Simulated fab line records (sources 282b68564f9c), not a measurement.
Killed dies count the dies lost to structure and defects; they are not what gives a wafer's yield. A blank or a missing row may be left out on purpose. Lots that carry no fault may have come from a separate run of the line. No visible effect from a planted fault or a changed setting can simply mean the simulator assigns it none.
Which tool is to blame?	flow rit_cmos	Sampling: 14 lots, 42 wafers, 2 of 202 route steps

## WHAT EACH GAUGE READ, for each wafer
RIT_GATE_THK_MEAS_09.
lot	measured	on	GATE_POLY_THK (nm)
L152	day 2 17:32	film_metro-04	249.0 249.9 249.2
L154	day 2 22:08	film_metro-01	251.5 249.6 251.9
L155	day 3 03:32	film_metro-04	248.9 250.8 249.9
L156	day 3 08:43	film_metro-04	254.2 255.6 255.3
L157	day 3 14:57	film_metro-04	250.1 253.2 252.8
L158	day 3 18:14	film_metro-02	249.1 246.6 250.0
L159	day 3 22:04	film_metro-02	245.4 245.0 244.9
L160	day 4 03:33	film_metro-02	249.4 247.7 250.9
L162	day 4 14:35	film_metro-02	254.4 253.1 252.4
L163	day 4 18:13	film_metro-02	256.5 256.7 256.5
L164	day 4 22:52	film_metro-04	247.4 248.8 247.3
L165	day 5 04:07	film_metro-02	383.5 382.5 384.3
L166	day 5 11:00	film_metro-04	386.0 384.2 385.0
L167	day 5 15:34	film_metro-04	251.1 249.0 248.6

## WHICH TOOL RAN EACH LOT (tool, then ch and the chambers of the sampled wafers, then the start)
lot	RIT_GATE_CVD_08
L152	lpcvd-02 ch 1, day 2 15:55
L154	lpcvd-02 ch 0, day 2 20:31
L155	lpcvd-01 ch 0, day 3 01:55
L156	lpcvd-01 ch 1, day 3 07:05
L157	lpcvd-02 ch 1, day 3 12:31
L158	lpcvd-02 ch 1, day 3 16:37
L159	lpcvd-01 ch 1, day 3 20:26
L160	lpcvd-02 ch 1, day 4 01:56
L162	lpcvd-01 ch 0, day 4 12:58
L163	lpcvd-01 ch 0, day 4 16:35
L164	lpcvd-02 ch 1, day 4 21:14
L165	lpcvd-01 ch 1, day 5 02:26
L166	lpcvd-01 ch 0, day 5 09:23
L167	lpcvd-02 ch 1, day 5 13:56
- RIT_GATE_CVD_08: deposits poly-Si from SiH4, target thk 250 nm, time 2220 s.

## AS READ BY THE TOOLS THEMSELVES (means over the sampled wafers that have a number; for cases with no such wafer, the mark the record gives instead)
RIT_GATE_CVD_08.
lot	tool	susceptor_temp_C (C)
L152	lpcvd-02	610.00
L154	lpcvd-02	610.44
L155	lpcvd-01	610.06
L156	lpcvd-01	610.12
L157	lpcvd-02	609.80
L158	lpcvd-02	609.50
L159	lpcvd-01	610.12
L160	lpcvd-02	609.96
L162	lpcvd-01	609.92
L163	lpcvd-01	609.82
L164	lpcvd-02	610.12
L165	lpcvd-01	610.06
L166	lpcvd-01	610.07
L167	lpcvd-02	609.84

## THE ANSWER, worked out from the rows above alone
Rule: the lots themselves supply what counts as usual. Put in order of their means at a reading, lots are off if they are a third of the lots or fewer, leave a main group of 4 or more, and stand apart from it by a gap of 3 or more times the standard deviation of the main group's means; of several such gaps the widest counts. If all means in a main group match to the digits the tables above print for the reading, that group is not used. Also off: a lot with no number at a reading for which 4 or more lots have one. Where the step has rows for the other lots, those lots are counted as sound. The gauges are gone through in route order, then the tools' own readings, and for those a lot's mean is taken as printed above. At the first step where some lot is off, the reading lying furthest off is the one used; lots without a number count as furthest.
Off: L165, L166, at RIT_GATE_THK_MEAS_09 (GATE_POLY_THK). For the main group the mean is 250.6 nm and the standard deviation 3.
A tool fits if, at a process step before that reading, it ran every lot that is off, and no sound lot after the first of them. Gauges at RIT_GATE_THK_MEAS_09: tried the same way as those tools. One fits: RIT_GATE_CVD_08 on lpcvd-01. A fault onset in the window from L163 (day 4 16:35, its last sound lot) to L165 (day 5 02:26, its first lot off) fits.

## WHAT THE SIMULATOR HAD INSERTED
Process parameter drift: lpcvd-01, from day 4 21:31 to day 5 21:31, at RIT_GATE_CVD_08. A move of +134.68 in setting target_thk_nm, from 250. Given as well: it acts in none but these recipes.
Lots struck among those shown: L165, L166. The rule above reached the same finding.
